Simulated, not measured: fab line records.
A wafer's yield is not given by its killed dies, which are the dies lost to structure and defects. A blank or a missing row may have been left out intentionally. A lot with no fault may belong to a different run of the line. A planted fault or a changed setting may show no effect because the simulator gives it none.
fab line records	flow rit-cmos
[record] lots = 5	wafers = 23
route steps=202 shown ACTIVE@2 NWELL@29 PWELL@40 NRETRO@54 PRETRO@72 GATE@84 REOX@98 NLDD@105
start-h: hours from the record's opening day to when the first of the lot's shown wafers began	wait-h: hours from the lot's prior step to this one	" as in the row above	L1.1+2: one row covering several wafers at once	- no value, or no start was given	* or withheld: withheld	< > ~ a bound
route shown NAME@n: names a module that has steps shown in the file, with the first one's number in the route	usual: the fault-free wafers' mean and standard deviation	same: alike in all rows	chamber/n: place in a boat	sites: per-site readings	_std_site: standard deviation across them	_edge_site: outer sites' mean less inner sites'	radius-mm: how far each site lies from the wafer's centre	mask NAME#n: copy n	behind: the tool/chamber that last shaped the wafer	hold: the reason the lot was held/the length of the hold in hours/how it ended	device: whichever transistor did not switch (one of n, p or np)	end of line: the route-end tests of the same wafers	a step without rows: its recipe alone	killed: dies lost to structure and defects at the first sort, not the wafer's yield	map: the dies of a wafer, with x for killed, . for not killed, _ for no die there
set.NAME: setting as actually run; set.NAME@STEP: the setting as run at that earlier step	model.NAME: the simulator's own value behind a step, which no gauge read
lots where settings were altered on purpose, with a table for each step and a row for each wafer
[[steps]]
[step RIT_ACTIVE_OXIDATION_01]
[recipe] temp-c = 1000	ambient = O2	target-thk-a = 468	ox-time-s = 3360
lot.wafer	tool	chamber	start-h	wait-h	set.ox-time-s	model.SiO2_of_ACTIVE_OXIDATION_01.thk-nm
L075.1	-	-	-	0.3	3113	43.17
L075.2	"	-	"	"	3113	43.51
L075.3	"	-	"	"	3113	43.14
L075.4	"	-	"	"	3113	43.73
L075.6	"	-	"	"	3113	42.59
L076.1	-	-	-	0.1	2979	44.04
L076.2	"	-	"	"	2979	44.77
L076.4	"	-	"	"	2979	44.28
L076.5	"	-	"	"	2979	44.27
L076.6	"	-	"	"	2979	43.73
L083.1	furnace-01	0	56.21	1.2	3360	47.65
L083.4	"	0	"	"	3360	47.48
L083.6	"	0	"	"	3360	47.72
L084.1	-	-	-	0.1	3163	45.46
L084.2	"	-	"	"	3163	45.45
L084.4	"	-	"	"	3163	46.04
L084.5	"	-	"	"	3163	45.11
L084.6	"	-	"	"	3163	46.36
L085.1	-	-	-	0.1	3818	49.41
L085.2	"	-	"	"	3818	49.86
L085.3	"	-	"	"	3818	50.58
L085.4	"	-	"	"	3818	50.12
L085.6	"	-	"	"	3818	50.01
[step RIT_ACTIVE_SOFTBAKE_07]
[recipe] resist = NOVOLAK	temp-c = 90	time-s = 60
lot.wafer	tool	chamber	start-h	wait-h	set.temp-c
L075.1+4	litho-track-03	0	19.08	0.1	91.3
L075.2+3+6	"	0	"	"	90
L076.1+4+5	litho-track-04	0	23.89	0.1	93.03
L076.2+6	"	0	"	"	90
L083.1+4+6	litho-track-03	0	59.98	0.1	90
L084.1+2+4	litho-track-01	0	64.60	0.1	90
L084.5+6	"	0	"	"	86.5
L085.1+3+4	litho-track-04	0	68.89	0.1	92.3
L085.2+6	"	0	"	"	90
[step RIT_ACTIVE_DEVELOP_10]
[recipe] resist = NOVOLAK	develop-time-s = 50	dev-temp-c = 23
lot.wafer	tool	chamber	start-h	wait-h	set.develop-time-s	set.temp-c@ACTIVE_SOFTBAKE_07	model.NOVOLAK_of_ACTIVE_COAT_06.thk-nm
L075.1	litho-track-03	0	-	-	52.23	91.3	997.7
L075.2	"	0	"	"	50	90	998.3
L075.3	"	0	"	"	50	90	1001
L075.4	"	0	"	"	52.23	91.3	997.2
L075.6	"	0	"	"	52.23	90	998.4
L076.1	litho-track-04	0	-	-	45.55	93.03	992.4
L076.2	"	0	"	"	45.55	90	1003
L076.4	"	0	"	"	50	93.03	995
L076.5	"	0	"	"	50	93.03	991.9
L076.6	"	0	"	"	50	90	1004
L083.1	litho-track-04	0	-	-	50	90	1000
L083.4+6	"	0	"	"	50	90	1002
L084.1	litho-track-03	0	-	-	50	90	1002
L084.2	"	0	"	"	50	90	1003
L084.4	"	0	"	"	50	90	1000
L084.5+6	"	0	"	"	50	86.5	1011
L085.1	litho-track-04	0	-	-	50	92.3	992.7
L085.2	"	0	"	"	46.55	90	999.1
L085.3	"	0	"	"	46.55	92.3	994.2
L085.4	"	0	"	"	50	92.3	992.8
L085.6	"	0	"	"	50	90	995.7
[step RIT_ACTIVE_CD_MEAS_11]
[recipe] target-cd-nm = 1400
[usual] cd-nm = 1398.7/2.5
lot.wafer	tool	chamber	start-h	wait-h	set.develop-time-s@ACTIVE_DEVELOP_10	cd-nm
L075.1	cd-sem-01	-	19.76	-	52.23	1394.7
L075.2	"	-	"	"	50	1400.6
L075.3	"	-	"	"	50	1401.3
L075.4	"	-	"	"	52.23	1397.3
L075.6	"	-	"	"	52.23	1396.0
L076.1	cd-sem-02	-	24.44	-	45.55	1406.8
L076.2	"	-	"	"	45.55	1405.7
L076.4	"	-	"	"	50	1397.5
L076.5	"	-	"	"	50	1397.9
L076.6	"	-	"	"	50	1398.2
L083.1	cd-sem-01	-	60.76	-	50	1398.0
L083.4	"	-	"	"	50	1396.2
L083.6	"	-	"	"	50	1398.4
L084.1	cd-sem-02	-	65.15	-	50	1395.1
L084.2	"	-	"	"	50	1396.8
L084.4	"	-	"	"	50	1395.8
L084.5	"	-	"	"	50	1394.0
L084.6	"	-	"	"	50	1395.5
L085.1	cd-sem-02	-	69.44	-	50	1395.2
L085.2	"	-	"	"	46.55	1402.4
L085.3	"	-	"	"	46.55	1400.5
L085.4	"	-	"	"	50	1394.7
L085.6	"	-	"	"	50	1394.0
[step RIT_ACTIVE_HARDBAKE_12]
[recipe] resist = NOVOLAK	temp-c = 140	time-s = 60
[step RIT_ACTIVE_ETCH_13]
[recipe] stop-on = SiO2	chemistry = SF6	target = Si3N4	time-s = 210	over-etch-frac = 0.4	SF6_flow_sccm = 200	pressure-mtorr = 260	rf-w = 125	target-depth-a = 2100
lot.wafer	tool	chamber	start-h	wait-h	set.develop-time-s@ACTIVE_DEVELOP_10	model.ACTIVE.cd-nm
L075.1	rie-diel-04	0	20.03	0.1	52.23	1395
L075.2	"	3	"	"	50	1400
L075.3	"	1	"	"	50	1401
L075.4	"	2	"	"	52.23	1398
L075.6	"	3	"	"	52.23	1396
L076.1+2	rie-diel-03	2,0	24.71	0.1	45.55	1406
L076.4+5+6	"	3,1,0	"	"	50	1398
L083.1	rie-diel-04	3	61.19	0.1	50	1398
L083.4	"	0	"	"	50	1396
L083.6	"	0	"	"	50	-
L084.1	rie-diel-03	3	65.42	0.1	50	1395
L084.2	"	0	"	"	50	1397
L084.4+6	"	2,0	"	"	50	1396
L084.5	"	1	"	"	50	1394
L085.1+4	rie-diel-01	0,3	69.71	0.1	50	1395
L085.2	"	1	"	"	46.55	1403
L085.3	"	2	"	"	46.55	1400
L085.6	"	1	"	"	50	1394
[step RIT_ACTIVE_STRIP_14]
[recipe] chemistry = O2	time-s = 180	resist = NOVOLAK	platen-temp-c = withheld	power-w = 500	pressure-mtorr = 4000	o2-flow-sccm = 4000
[step RIT_ACTIVE_CD_MEAS_90]
[recipe] target-cd-nm = 1400
[usual] cd-nm = 1398.7/2.5
lot.wafer	tool	chamber	start-h	wait-h	set.develop-time-s@ACTIVE_DEVELOP_10	cd-nm
L075.1	cd-sem-01	-	20.34	0.1	52.23	1394.8
L075.2	"	-	"	"	50	1400.0
L075.3	"	-	"	"	50	1401.5
L075.4	"	-	"	"	52.23	1398.0
L075.6	"	-	"	"	52.23	1395.8
L076.1	cd-sem-01	-	25.02	0.1	45.55	1406.5
L076.2	"	-	"	"	45.55	1405.5
L076.4	"	-	"	"	50	1397.9
L076.5	"	-	"	"	50	1398.1
L076.6	"	-	"	"	50	1398.3
L083.1	cd-sem-02	-	61.49	0.1	50	1398.1
L083.4	"	-	"	"	50	1396.1
L083.6	"	-	"	"	50	1398.5
L084.1	cd-sem-01	-	65.73	0.1	50	1395.1
L084.2	"	-	"	"	50	1396.9
L084.4	"	-	"	"	50	1395.5
L084.5	"	-	"	"	50	1394.1
L084.6	"	-	"	"	50	1395.8
L085.1	cd-sem-02	-	70.02	0.1	50	1395.4
L085.2	"	-	"	"	46.55	1402.8
L085.3	"	-	"	"	46.55	1400.6
L085.4	"	-	"	"	50	1395.2
L085.6	"	-	"	"	50	1393.8
[step RIT_NWELL_COAT_01]
[recipe] resist = NOVOLAK	spin-rpm = 2000	resist-thk-nm = 1300
lot.wafer	tool	chamber	start-h	wait-h	set.spin-rpm	model.NOVOLAK_of_NWELL_COAT_01.thk-nm
L075.1	litho-track-02	0	25.64	0.1	2095	1277
L075.2	"	0	"	"	2000	1304
L075.3	"	0	"	"	2095	1278
L075.4	"	0	"	"	2095	1276
L075.6	"	0	"	"	2000	1309
L076.1	litho-track-02	0	29.56	0.1	2119	1258
L076.2	"	0	"	"	2000	1293
L076.4+6	"	0	"	"	2119	1262
L076.5	"	0	"	"	2000	1297
L083.1	litho-track-03	0	66.34	0.1	2000	1301
L083.4	"	0	"	"	2000	1295
L083.6	"	0	"	"	2000	1300
L084.1	litho-track-03	0	70.10	0.1	2000	1304
L084.2	"	0	"	"	1954	1318
L084.4	"	0	"	"	2000	1301
L084.5	"	0	"	"	2000	1303
L084.6	"	0	"	"	1954	1321
L085.1	litho-track-03	0	74.47	0.1	1962	1309
L085.2	"	0	"	"	1962	1314
L085.3	"	0	"	"	1962	1313
L085.4	"	0	"	"	2000	1305
L085.6	"	0	"	"	2000	1303
[step RIT_NWELL_HARDBAKE_07]
[recipe] resist = NOVOLAK	temp-c = 140	time-s = 120
lot.wafer	tool	chamber	start-h	wait-h	set.temp-c	set.spin-rpm@NWELL_COAT_01	model.NOVOLAK_of_NWELL_COAT_01.thk-nm
L075.1	litho-track-03	0	26.41	0.0	140	2095	1117
L075.2	"	0	"	"	140	2000	1140
L075.3	"	0	"	"	140	2095	1118
L075.4	"	0	"	"	140	2095	1116
L075.6	"	0	"	"	140	2000	1145
L076.1	litho-track-04	0	30.33	0.0	140	2119	1101
L076.2	"	0	"	"	140	2000	1131
L076.4	"	0	"	"	140	2119	1104
L076.5	"	0	"	"	138.1	2000	1138
L076.6	"	0	"	"	138.1	2119	1107
L083.1	litho-track-04	0	67.21	0.1	140	2000	1138
L083.4	"	0	"	"	140	2000	1132
L083.6	"	0	"	"	140	2000	1137
L084.1	litho-track-04	0	71.00	0.0	140	2000	1140
L084.2	"	0	"	"	143.1	1954	1148
L084.4	"	0	"	"	143.1	2000	1134
L084.5	"	0	"	"	140	2000	1139
L084.6	"	0	"	"	143.1	1954	1151
L085.1	litho-track-04	0	75.36	0.0	144	1962	1139
L085.2	"	0	"	"	140	1962	1149
L085.3	"	0	"	"	140	1962	1148
L085.4	"	0	"	"	144	2000	1136
L085.6	"	0	"	"	140	2000	1140
[step RIT_PWELL_COAT_01]
[recipe] resist = NOVOLAK	spin-rpm = 2000	resist-thk-nm = 1300
lot.wafer	tool	chamber	start-h	wait-h	set.spin-rpm	model.NOVOLAK_of_PWELL_COAT_01.thk-nm
L075.1	litho-track-03	0	27.19	0.1	2046	1283
L075.2	"	0	"	"	2046	1285
L075.3	"	0	"	"	2000	1301
L075.4	"	0	"	"	2000	1295
L075.6	"	0	"	"	2000	1299
L076.1	litho-track-01	0	31.11	0.1	2000	1303
L076.2	"	0	"	"	2000	1305
L076.4	"	0	"	"	1855	1357
L076.5	"	0	"	"	2000	1304
L076.6	"	0	"	"	1855	1355
L083.1	litho-track-03	0	68.00	0.1	2000	1300
L083.4	"	0	"	"	2000	1302
L083.6	"	0	"	"	2000	1299
L084.1	litho-track-03	0	71.78	0.1	2000	1304
L084.2	"	0	"	"	2000	1303
L084.4	"	0	"	"	2119	1262
L084.5	"	0	"	"	2119	1261
L084.6	"	0	"	"	2000	1300
L085.1	litho-track-03	0	76.14	0.1	1912	1323
L085.2	"	0	"	"	1912	1329
L085.3	"	0	"	"	2000	1299
L085.4+6	"	0	"	"	2000	1297
[step RIT_PWELL_SOFTBAKE_02]
[recipe] resist = NOVOLAK	temp-c = 90	time-s = 60
[step RIT_PWELL_EXPOSE_03]
[recipe] mask-id = M3	na = 0.57	target-cd-nm = 43700	dose-mj = 250
[step RIT_PWELL_DEVELOP_05]
[recipe] resist = NOVOLAK	develop-time-s = 68	dev-temp-c = 23
[step RIT_PWELL_HARDBAKE_07]
[recipe] resist = NOVOLAK	temp-c = 140	time-s = 120
lot.wafer	tool	chamber	start-h	wait-h	set.spin-rpm@PWELL_COAT_01	model.NOVOLAK_of_PWELL_COAT_01.thk-nm
L075.1	litho-track-01	0	28.08	0.0	2046	1123
L075.2	"	0	"	"	2046	1124
L075.3	"	0	"	"	2000	1137
L075.4	"	0	"	"	2000	1133
L075.6	"	0	"	"	2000	1136
L076.1+5	litho-track-01	0	31.88	0.0	2000	1140
L076.2	"	0	"	"	2000	1141
L076.4	"	0	"	"	1855	1186
L076.6	"	0	"	"	1855	1184
L083.1	litho-track-03	0	68.89	0.0	2000	1137
L083.4	"	0	"	"	2000	1139
L083.6	"	0	"	"	2000	1136
L084.1+2	litho-track-01	0	72.73	0.0	2000	1140
L084.4	"	0	"	"	2119	1104
L084.5	"	0	"	"	2119	1103
L084.6	"	0	"	"	2000	1137
L085.1	litho-track-01	0	76.91	0.0	1912	1157
L085.2	"	0	"	"	1912	1162
L085.3	"	0	"	"	2000	1136
L085.4	"	0	"	"	2000	1134
L085.6	"	0	"	"	2000	1135
[step RIT_PWELL_IMPLANT_08]
[recipe] species = B	energy-kev = 170	dose-cm2 = 7e+13	tilt-deg = 7
lot.wafer	tool	chamber	start-h	wait-h	set.energy-kev	model.implant.rp-nm	model.implant.drp-nm
L075.1+6	implanter-03	0	28.33	0.2	161.1	471.6	100.9
L075.2+3+4	"	0	"	"	170	490.9	102.9
L076.1+4+5	implanter-04	0	32.13	0.2	178.8	499.1	104.3
L076.2+6	"	0	"	"	170	480	102.9
L083.1+4+6	implanter-04	0	69.14	0.2	170	481.8	102.9
L084.1+2	implanter-04	0	72.98	0.2	170	490.5	102.9
L084.4+5+6	"	0	"	"	176	503.8	103.8
L085.1+2+3+4+6	implanter-02	0	77.16	0.2	170	482.6	102.9
[step RIT_NRETRO_COAT_01]
[recipe] resist = NOVOLAK	spin-rpm = 2000	resist-thk-nm = 1300
lot.wafer	tool	chamber	start-h	wait-h	set.resist-thk-nm	model.NOVOLAK_of_NRETRO_COAT_01.thk-nm
L075.1	litho-track-02	0	34.19	0.1	1300	1300
L075.2	"	0	"	"	1300	1303
L075.3	"	0	"	"	1224	1228
L075.4	"	0	"	"	1224	1222
L075.6	"	0	"	"	1300	1301
L076.1	litho-track-01	0	38.22	0.1	1300	1295
L076.2+5	"	0	"	"	1300	1296
L076.4+6	"	0	"	"	1300	1300
L083.1+4+6	litho-track-01	0	75.00	0.1	1300	1302
L084.1+5+6	litho-track-04	0	78.84	0.1	1300	1299
L084.2	"	0	"	"	1354	1351
L084.4	"	0	"	"	1354	1355
L085.1	litho-track-04	0	83.11	0.1	1341	1340
L085.2	"	0	"	"	1300	1299
L085.3	"	0	"	"	1341	1338
L085.4	"	0	"	"	1300	1298
L085.6	"	0	"	"	1341	1339
[step RIT_NRETRO_SOFTBAKE_02]
[recipe] resist = NOVOLAK	temp-c = 90	time-s = 60
[step RIT_NRETRO_EXPOSE_03]
[recipe] mask-id = M4	na = 0.57	target-cd-nm = 43900	dose-mj = 250
[step RIT_NRETRO_DEVELOP_05]
[recipe] resist = NOVOLAK	develop-time-s = 68	dev-temp-c = 23
[step RIT_NRETRO_HARDBAKE_07]
[recipe] resist = NOVOLAK	temp-c = 140	time-s = 120
lot.wafer	tool	chamber	start-h	wait-h	set.resist-thk-nm@NRETRO_COAT_01	model.NOVOLAK_of_NRETRO_COAT_01.thk-nm
L075.1	litho-track-04	0	34.96	0.0	1300	1137
L075.2	"	0	"	"	1300	1139
L075.3	"	0	"	"	1224	1075
L075.4	"	0	"	"	1224	1070
L075.6	"	0	"	"	1300	1138
L076.1+5	litho-track-01	0	39.11	0.0	1300	1133
L076.2	"	0	"	"	1300	1134
L076.4+6	"	0	"	"	1300	1137
L083.1+4	litho-track-04	0	75.89	0.0	1300	1139
L083.6	"	0	"	"	1300	1138
L084.1+5+6	litho-track-04	0	79.75	0.0	1300	1136
L084.2	"	0	"	"	1354	1181
L084.4	"	0	"	"	1354	1184
L085.1+6	litho-track-04	0	84.00	0.0	1341	1171
L085.2	"	0	"	"	1300	1136
L085.3	"	0	"	"	1341	1169
L085.4	"	0	"	"	1300	1135
[step RIT_NRETRO_IMPLANT_08]
[recipe] species = P	energy-kev = 70	dose-cm2 = 1e+13	tilt-deg = 7
lot.wafer	tool	chamber	start-h	wait-h	set.energy-kev	model.implant.rp-nm	model.implant.drp-nm
L075.1+2+3+4+6	implanter-03	0	35.21	0.2	70	81.72	33.94
L076.1+2+6	implanter-01	0	39.36	0.2	70	87.99	33.94
L076.4+5	"	0	"	"	72.58	91.33	34.99
L083.1+4+6	implanter-01	0	76.14	0.2	70	83.49	33.94
L084.1+4+6	implanter-03	0	80.00	0.2	70	84.22	33.94
L084.2+5	"	0	"	"	72.69	87.55	35.03
L085.1+2+3+4+6	implanter-01	0	84.25	0.2	70	82.56	33.94
[step RIT_PRETRO_IMPLANT_08]
[recipe] species = B	energy-kev = 45	dose-cm2 = 1.2e+13	tilt-deg = 7
lot.wafer	tool	chamber	start-h	wait-h	set.dose-cm2
L075.1+4	implanter-02	0	36.76	0.2	1.2e+13
L075.2+3+6	"	0	"	"	1.283e+13
L076.1+5	implanter-03	0	41.04	0.2	1.143e+13
L076.2+4+6	"	0	"	"	1.2e+13
L083.1+4+6	implanter-03	0	77.69	0.2	1.2e+13
L084.1+4	implanter-02	0	81.55	0.2	1.114e+13
L084.2+5+6	"	0	"	"	1.2e+13
L085.1+3+4	implanter-02	0	85.93	0.2	1.2e+13
L085.2+6	"	0	"	"	1.266e+13
[step RIT_PRETRO_STRIP_09]
[recipe] chemistry = O2	time-s = 180	resist = NOVOLAK	platen-temp-c = withheld	power-w = 500	pressure-mtorr = 4000	o2-flow-sccm = 4000
[step RIT_PRETRO_TW_MEAS_10]
[usual] PRETRO_TW = 478.6/2.8
lot.wafer	tool	chamber	start-h	wait-h	set.dose-cm2@PRETRO_IMPLANT_08	PRETRO_TW
L075.1	film-metro-01	-	37.09	0.1	1.2e+13	478.2
L075.2	"	-	"	"	1.283e+13	488.2
L075.3	"	-	"	"	1.283e+13	488.8
L075.4	"	-	"	"	1.2e+13	479.1
L075.6	"	-	"	"	1.283e+13	485.8
L076.1	film-metro-03	-	41.37	0.1	1.143e+13	468.8
L076.2	"	-	"	"	1.2e+13	474.0
L076.4	"	-	"	"	1.2e+13	476.2
L076.5	"	-	"	"	1.143e+13	469.2
L076.6	"	-	"	"	1.2e+13	474.4
L083.1	film-metro-03	-	78.02	0.1	1.2e+13	477.2
L083.4	"	-	"	"	1.2e+13	475.2
L083.6	"	-	"	"	1.2e+13	474.8
L084.1	film-metro-03	-	81.87	0.1	1.114e+13	465.8
L084.2	"	-	"	"	1.2e+13	477.4
L084.4	"	-	"	"	1.114e+13	466.4
L084.5	"	-	"	"	1.2e+13	478.3
L084.6	"	-	"	"	1.2e+13	479.3
L085.1	film-metro-01	-	86.26	0.1	1.2e+13	477.8
L085.2	"	-	"	"	1.266e+13	486.0
L085.3	"	-	"	"	1.2e+13	479.3
L085.4	"	-	"	"	1.2e+13	480.5
L085.6	"	-	"	"	1.266e+13	485.1
[step RIT_GATE_CVD_08]
[recipe] material = poly-Si	target-thk-nm = 250	temp-c = 610	precursor = SiH4	time-s = 2220	pressure-mtorr = 300	sih4-flow-sccm = 100
lot.wafer	tool	chamber	start-h	wait-h	set.sih4-flow-sccm
L075.1+2+3+4+6	-	-	-	0.1	93.37
L076.1+2+4+5+6	-	-	-	0.1	87.33
L083.1+4+6	lpcvd-02	0	79.94	0.1	100
L084.1+2+4+5+6	-	-	-	0.1	86.02
L085.1+2+3+4+6	-	-	-	0.1	100
[step RIT_GATE_STRIP_20]
[recipe] chemistry = O2	time-s = 180	resist = NOVOLAK	platen-temp-c = withheld	power-w = 500	pressure-mtorr = 4000	o2-flow-sccm = 4000
lot.wafer	tool	chamber	start-h	wait-h	set.o2-flow-sccm
L075.1+2+4	plasma-asher-01	0,1,1	42.17	0.1	4000
L075.3+6	"	0,1	"	"	4416
L076.1+2+4	plasma-asher-01	1,0,1	49.30	0.1	4000
L076.5+6	"	1,0	"	"	4578
L083.1+4+6	plasma-asher-04	0,1,1	83.10	0.1	4000
L084.1+2+5	plasma-asher-02	1,0,0	86.74	0.1	4328
L084.4+6	"	1	"	"	4000
L085.1+3	plasma-asher-04	1,0	91.42	0.1	3811
L085.2+4+6	"	0,1,0	"	"	4000
[step RIT_REOX_CLEAN_00]
[recipe] chemistry = SC1	mix = 3:3:50	time-s = 600	temp-c = 75
lot.wafer	tool	chamber	start-h	wait-h	set.sih4-flow-sccm@GATE_CVD_08	model.poly-Si_of_GATE_CVD_08.thk-nm
L075.1	wet-bench-04	2	42.46	0.1	93.37	228.5
L075.2	"	2	"	"	93.37	227.8
L075.3	"	2	"	"	93.37	227.3
L075.4	"	2	"	"	93.37	225.8
L075.6	"	2	"	"	93.37	227.9
L076.1	wet-bench-04	3	49.60	0.1	87.33	210.3
L076.2	"	3	"	"	87.33	210.4
L076.4	"	3	"	"	87.33	211.4
L076.5	"	3	"	"	87.33	211
L076.6	"	3	"	"	87.33	209
L083.1	wet-bench-04	3	83.39	0.1	100	245.5
L083.4	"	3	"	"	100	245.7
L083.6	"	3	"	"	100	247.6
L084.1	wet-bench-03	1	87.03	0.1	86.02	206.7
L084.2	"	1	"	"	86.02	206
L084.4	"	1	"	"	86.02	205.1
L084.5	"	1	"	"	86.02	206.4
L084.6	"	1	"	"	86.02	204.5
L085.1	wet-bench-04	2	91.71	0.1	100	242.8
L085.2	"	2	"	"	100	242.1
L085.3	"	2	"	"	100	243.3
L085.4	"	2	"	"	100	244.4
L085.6	"	2	"	"	100	242.5
[step RIT_NLDD_SOFTBAKE_02]
[recipe] resist = NOVOLAK	temp-c = 90	time-s = 60
lot.wafer	tool	chamber	start-h	wait-h	set.temp-c	model.NOVOLAK_of_NLDD_COAT_01.thk-nm
L075.1	litho-track-03	0	46.65	0.1	90	1002
L075.2	"	0	"	"	92.35	994
L075.3	"	0	"	"	92.35	995.2
L075.4	"	0	"	"	90	1000
L075.6	"	0	"	"	90	1004
L076.1	litho-track-03	0	52.89	0.1	92.56	993.5
L076.2	"	0	"	"	90	997.6
L076.4	"	0	"	"	92.56	995.1
L076.5	"	0	"	"	90	1003
L076.6	"	0	"	"	92.56	992.9
L083.1	litho-track-01	0	86.72	0.1	90	993.8
L083.4	"	0	"	"	90	995.6
L083.6	"	0	"	"	90	992.3
L084.1	litho-track-01	0	90.58	0.1	91	994.3
L084.2	"	0	"	"	91	993.6
L084.4	"	0	"	"	90	994.9
L084.5	"	0	"	"	90	997.7
L084.6	"	0	"	"	91	992.1
L085.1	litho-track-03	0	95.01	0.1	90	997.8
L085.2	"	0	"	"	90	996
L085.3	"	0	"	"	90	999.2
L085.4+6	"	0	"	"	90	998.3
[[key]]
[split] step = RIT_ACTIVE_OXIDATION_01	setting = ox-time-s	stated = 3360	by = lot
[response] step = RIT_ACTIVE_OXIDATION_01	reading = model.SiO2_of_ACTIVE_OXIDATION_01.thk-nm	change = +0.258	per = 1%	r = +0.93
[split] step = RIT_ACTIVE_SOFTBAKE_07	setting = temp-c	stated = 90	by = wafer
[response] step = RIT_ACTIVE_DEVELOP_10	reading = model.NOVOLAK_of_ACTIVE_COAT_06.thk-nm	change = -2.47	per = 1%	r = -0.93
[split] step = RIT_ACTIVE_DEVELOP_10	setting = develop-time-s	stated = 50	by = wafer
[response] step = RIT_ACTIVE_CD_MEAS_11	reading = cd-nm	change = -0.978	per = 1%	r = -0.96
[response] step = RIT_ACTIVE_ETCH_13	reading = model.ACTIVE.cd-nm	change = -0.943	per = 1%	r = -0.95
[response] step = RIT_ACTIVE_CD_MEAS_90	reading = cd-nm	change = -0.942	per = 1%	r = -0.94
[split] step = RIT_NWELL_COAT_01	setting = spin-rpm	stated = 2000	by = wafer
[response] step = RIT_NWELL_COAT_01	reading = model.NOVOLAK_of_NWELL_COAT_01.thk-nm	change = -5.98	per = 1%	r = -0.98
[response] step = RIT_NWELL_HARDBAKE_07	reading = model.NOVOLAK_of_NWELL_COAT_01.thk-nm	change = -5.13	per = 1%	r = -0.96
[split] step = RIT_NWELL_HARDBAKE_07	setting = temp-c	stated = 140	by = wafer
response none clear
[split] step = RIT_PWELL_COAT_01	setting = spin-rpm	stated = 2000	by = wafer
[response] step = RIT_PWELL_COAT_01	reading = model.NOVOLAK_of_PWELL_COAT_01.thk-nm	change = -6.9	per = 1%	r = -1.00
[response] step = RIT_PWELL_HARDBAKE_07	reading = model.NOVOLAK_of_PWELL_COAT_01.thk-nm	change = -5.94	per = 1%	r = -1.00
[split] step = RIT_PWELL_IMPLANT_08	setting = energy-kev	stated = 170	by = wafer
[response] step = RIT_PWELL_IMPLANT_08	reading = model.implant.rp-nm	change = +3.7	per = 1%	r = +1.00
[response] step = RIT_PWELL_IMPLANT_08	reading = model.implant.drp-nm	change = +0.315	per = 1%	r = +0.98
[split] step = RIT_NRETRO_COAT_01	setting = resist-thk-nm	stated = 1300	by = wafer
[response] step = RIT_NRETRO_COAT_01	reading = model.NOVOLAK_of_NRETRO_COAT_01.thk-nm	change = +13	per = 1%	r = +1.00
[response] step = RIT_NRETRO_HARDBAKE_07	reading = model.NOVOLAK_of_NRETRO_COAT_01.thk-nm	change = +11.2	per = 1%	r = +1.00
[split] step = RIT_NRETRO_IMPLANT_08	setting = energy-kev	stated = 70	by = wafer
[response] step = RIT_NRETRO_IMPLANT_08	reading = model.implant.rp-nm	change = +0.884	per = 1%	r = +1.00
[response] step = RIT_NRETRO_IMPLANT_08	reading = model.implant.drp-nm	change = +0.285	per = 1%	r = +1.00
[split] step = RIT_PRETRO_IMPLANT_08	setting = dose-cm2	stated = 1.2e+13	by = wafer
[response] step = RIT_PRETRO_TW_MEAS_10	reading = PRETRO_TW	change = +1.4	per = 1%	r = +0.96
[split] step = RIT_GATE_CVD_08	setting = sih4-flow-sccm	stated = 100	by = lot
[response] step = RIT_REOX_CLEAN_00	reading = model.poly-Si_of_GATE_CVD_08.thk-nm	change = +2.72	per = 1%	r = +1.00
[split] step = RIT_GATE_STRIP_20	setting = o2-flow-sccm	stated = 4000	by = wafer
response none clear
[split] step = RIT_NLDD_SOFTBAKE_02	setting = temp-c	stated = 90	by = wafer
[response] step = RIT_NLDD_SOFTBAKE_02	reading = model.NOVOLAK_of_NLDD_COAT_01.thk-nm	change = -2.53	per = 1%	r = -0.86
